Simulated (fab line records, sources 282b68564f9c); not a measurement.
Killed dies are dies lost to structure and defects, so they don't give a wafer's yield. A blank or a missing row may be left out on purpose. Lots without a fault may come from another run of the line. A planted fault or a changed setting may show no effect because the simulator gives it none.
A struck lot beside a sound one | flow rit_cmos | 18 steps out of a route of 202
Sound: wafers L350.4, L350.5, L350.6. Struck: wafers L355.1, L355.2, L355.6. The cause comes at the end.
At each step with rows: each side's tool, then ch and its chambers, then its first start. Under that, the readings that differ: sound wafers | struck wafers | difference of the means | sigmas: that difference in standard deviations of wafers without a fault.
alike: readings whose means differ by less than 2 such deviations, and words and numbers that are the same on both sides. not compared: withheld readings, readings that some wafer has no value for, bounds like >300 that may hide the same value, and numbers for which the record gives no deviation and whose values overlap.
The two part at a step that has a row with sigmas, a row that says differs or no value, or rows on one side only. Numbers that don't overlap but have no deviation are shown without sigmas and don't part them. A reading that every wafer of one side lacks parts them only if that side has two wafers or more.

first, 1 step without rows for these wafers: RIT_GATE_HARDBAKE_18 (time 60 s).
RIT_GATE_ETCH_19: etches poly-Si in SF6/CHF3/O2, stops on SiO2, time 165 s, target depth 312.5 nm.
  sound on rie_si-01 ch 1,2,3, day 3 05:23; struck on rie_si-02 ch 0,2,3, day 4 08:51
  alike: chamber_pressure_mTorr, drypump_motor_current_A, oes_product_au, throttle_valve_pct
  not compared: rf_hours_counter_h
RIT_GATE_STRIP_20: strips in O2, time 180 s.
  sound on plasma_asher-03 ch 0,1, day 3 05:34; struck on plasma_asher-04 ch 0,1, day 4 08:58
  alike: chamber_pressure_mTorr, drypump_motor_current_A, rf_refl_power_W
  not compared: rf_hours_counter_h
RIT_GATE_CD_MEAS_90: target cd 150 nm.
  sound on cd_sem-01, day 3 05:44; struck on cd_sem-01, day 4 09:08
  alike: cd_nm
then, 4 steps without rows for these wafers: RIT_REOX_CLEAN_00 (cleans in SC1, time 600 s); RIT_REOX_CLEAN_01 (cleans in dHF, time 30 s); RIT_REOX_CLEAN_02 (cleans in SC2, time 600 s); RIT_REOX_OXIDATION_03 (target thk 25.2 nm, ox time 5580 s).
RIT_REOX_THK_MEAS_04:
  sound on film_metro-02, day 3 09:01; struck on film_metro-01, day 4 13:11
  alike: REOX_OXIDE_THK
then, 3 steps without rows for these wafers: RIT_NLDD_HMDS_00 (prime time 60 s); RIT_NLDD_COAT_01 (resist thk 1000 nm); RIT_NLDD_SOFTBAKE_02 (time 60 s).
RIT_NLDD_EXPOSE_03: exposes mask M7, target cd 40700 nm.
  sound on iline_stepper-01 ch 0, day 3 09:34; struck on iline_stepper-01 ch 0, day 4 13:49
  reading                      | sound                | struck               | difference | sigmas
  model.NLDD.overlay_x_nm (nm) | 0.0575 0.0575 0.0575 | -303.9 -303.9 -303.9 | -304.0     |
  alike: mask
then, 2 steps without rows for these wafers: RIT_NLDD_PEB_04; RIT_NLDD_DEVELOP_05 (develop time 50 s).
RIT_NLDD_OVL_MEAS_06:
  sound on overlay-01, day 3 09:55; struck on overlay-02, day 4 14:13
  reading       | sound          | struck               | difference | sigmas
  NLDD_OVL (nm) | -2.7 -0.2 -2.9 | -301.4 -303.5 -302.1 | -300.4     | -99 or more
then, 1 step without rows for these wafers: RIT_NLDD_HARDBAKE_07 (time 60 s).
RIT_M1_PROBE_99:
  sound on prober-02, day 4 02:11; struck on prober-01, day 5 06:10
  reading                        | sound             | struck         | difference | sigmas
  model.etest.nldd.width_nm (nm) | 3210 3207 3202    | 2950 2947 2959 | -254       |
  model.etest.nldd.line_ohm_um   | 109.8 107.4 113.2 | 127 126.1 130  | +18        |
  alike: killed_at_contacts, killed_at_front_end, killed_dies, killed_open, killed_short

WHERE THEY PART
Only at RIT_NLDD_OVL_MEAS_06, within this record. Later steps at which nothing parts them and some readings are alike: RIT_M1_PROBE_99.

WHY: what the simulator had put in
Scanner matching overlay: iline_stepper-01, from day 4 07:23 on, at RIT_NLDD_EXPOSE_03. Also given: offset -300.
